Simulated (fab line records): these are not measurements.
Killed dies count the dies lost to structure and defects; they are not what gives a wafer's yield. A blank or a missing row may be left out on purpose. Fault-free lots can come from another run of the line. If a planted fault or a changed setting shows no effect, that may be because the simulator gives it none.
Tool commonality check || flow berkeleyCmos170 || Sampled: 13 lots, 39 wafers

== WHAT PROMPTED THE OPENING ==
2 of 13 lots carry a flag on the reading GATE_OVL at UCB170_GATE_OVL_MEAS_13. No-fault wafers: -1 nm, standard deviation 5.1.
Rule: a lot is flagged when every wafer of it that has a number lies more than 4 standard deviations from that mean, or none has a number. The rest of the lots are taken to be sound.

{"lot": "L277", "measured": "day 5 22:37", "on": "overlay-02", "GATE_OVL (nm), wafer by wafer": "-3 5 5", "flag": ""}
{"lot": "L279", "measured": "day 6 00:47", "on": "overlay-02", "GATE_OVL (nm), wafer by wafer": "-2 -3 -1", "flag": ""}
{"lot": "L278", "measured": "day 6 01:02", "on": "overlay-01", "GATE_OVL (nm), wafer by wafer": "1 12 5", "flag": ""}
{"lot": "L281", "measured": "day 6 12:14", "on": "overlay-02", "GATE_OVL (nm), wafer by wafer": "-2 -5 -3", "flag": ""}
{"lot": "L280", "measured": "day 6 12:43", "on": "overlay-01", "GATE_OVL (nm), wafer by wafer": "-1 -5 -11", "flag": ""}
{"lot": "L283", "measured": "day 7 05:09", "on": "overlay-01", "GATE_OVL (nm), wafer by wafer": "-4 3 1", "flag": ""}
{"lot": "L285", "measured": "day 7 12:49", "on": "overlay-01", "GATE_OVL (nm), wafer by wafer": "5 3 1", "flag": ""}
{"lot": "L292", "measured": "day 8 21:49", "on": "overlay-01", "GATE_OVL (nm), wafer by wafer": "-131 -126 -126", "flag": "FLAGGED"}
{"lot": "L293", "measured": "day 9 10:14", "on": "overlay-02", "GATE_OVL (nm), wafer by wafer": "-127 -134 -127", "flag": "FLAGGED"}
{"lot": "L296", "measured": "day 9 23:59", "on": "overlay-01", "GATE_OVL (nm), wafer by wafer": "1 -5 8", "flag": ""}
{"lot": "L297", "measured": "day 10 00:05", "on": "overlay-02", "GATE_OVL (nm), wafer by wafer": "4 4 -3", "flag": ""}
{"lot": "L299", "measured": "day 11 05:32", "on": "overlay-02", "GATE_OVL (nm), wafer by wafer": "2 2 -1", "flag": ""}
{"lot": "L300", "measured": "day 11 05:40", "on": "overlay-01", "GATE_OVL (nm), wafer by wafer": "3 -7 -7", "flag": ""}
The mean of the flagged lots' numbers is -128 nm, -128 nm from the usual (-25 standard deviations).

== LOT BY LOT: THE TOOL USED ==
The record holds 1 process step before the reading, out of a route of 331 steps. Every cell lists first the tool, next ch and the chambers used by the sampled wafers, and last the start.
{"lot": "L277", "flag": "", "UCB170_GATE_EXPOSE_09": "krfScanner-01 ch 0, day 5 22:05"}
{"lot": "L279", "flag": "", "UCB170_GATE_EXPOSE_09": "krfScanner-01 ch 0, day 6 00:17"}
{"lot": "L278", "flag": "", "UCB170_GATE_EXPOSE_09": "krfScanner-02 ch 0, day 6 00:33"}
{"lot": "L281", "flag": "", "UCB170_GATE_EXPOSE_09": "krfScanner-02 ch 0, day 6 11:43"}
{"lot": "L280", "flag": "", "UCB170_GATE_EXPOSE_09": "krfScanner-01 ch 0, day 6 12:04"}
{"lot": "L283", "flag": "", "UCB170_GATE_EXPOSE_09": "krfScanner-02 ch 0, day 7 04:39"}
{"lot": "L285", "flag": "", "UCB170_GATE_EXPOSE_09": "krfScanner-02 ch 0, day 7 12:13"}
{"lot": "L292", "flag": "FLAGGED", "UCB170_GATE_EXPOSE_09": "krfScanner-01 ch 0, day 8 21:18"}
{"lot": "L293", "flag": "FLAGGED", "UCB170_GATE_EXPOSE_09": "krfScanner-01 ch 0, day 9 09:45"}
{"lot": "L296", "flag": "", "UCB170_GATE_EXPOSE_09": "krfScanner-02 ch 0, day 9 23:30"}
{"lot": "L297", "flag": "", "UCB170_GATE_EXPOSE_09": "krfScanner-02 ch 0, day 9 23:35"}
{"lot": "L299", "flag": "", "UCB170_GATE_EXPOSE_09": "krfScanner-02 ch 0, day 11 05:01"}
{"lot": "L300", "flag": "", "UCB170_GATE_EXPOSE_09": "krfScanner-02 ch 0, day 11 05:10"}
What is done by these steps:
- UCB170_GATE_EXPOSE_09: exposes mask POLY, target cd 350 nm.
- UCB170_GATE_OVL_MEAS_13

== FLAGGED AGAINST TOTAL, ONE TOOL AT A TIME (gauges that did the reading follow at the end) ==
{"step": "UCB170_GATE_EXPOSE_09", "tool": "krfScanner-01", "lots run": 5, "flagged": 2, "share of the flagged lots": "all", "sound lots run after its first flagged lot": 0}
{"step": "UCB170_GATE_EXPOSE_09", "tool": "krfScanner-02", "lots run": 8, "flagged": 0, "share of the flagged lots": "none", "sound lots run after its first flagged lot": "-"}
{"step": "UCB170_GATE_OVL_MEAS_13", "tool": "overlay-01", "lots run": 7, "flagged": 1, "share of the flagged lots": "some", "sound lots run after its first flagged lot": "2 (L296,L300)"}
{"step": "UCB170_GATE_OVL_MEAS_13", "tool": "overlay-02", "lots run": 6, "flagged": 1, "share of the flagged lots": "some", "sound lots run after its first flagged lot": "2 (L297,L299)"}

== THE TABLE: WHAT IT ALLOWS ==
All flagged lots share 1 row of the table, namely krfScanner-01 at UCB170_GATE_EXPOSE_09.
- krfScanner-01 at UCB170_GATE_EXPOSE_09: 2 of its 5 lots flagged. It ran its last sound lot, L280, at day 6 12:04 and its first flagged lot, L292, at day 8 21:18: a fault with its onset between the two fits.
krfScanner-01 at UCB170_GATE_EXPOSE_09 is the single tool remaining.

== WHAT THE SIMULATOR HAD INSERTED ==
Scanner matching overlay: krfScanner-01, from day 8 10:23 on, at UCB170_GATE_EXPOSE_09. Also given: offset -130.
Struck lots among those shown: L292, L293. This agrees with what the rule above found.
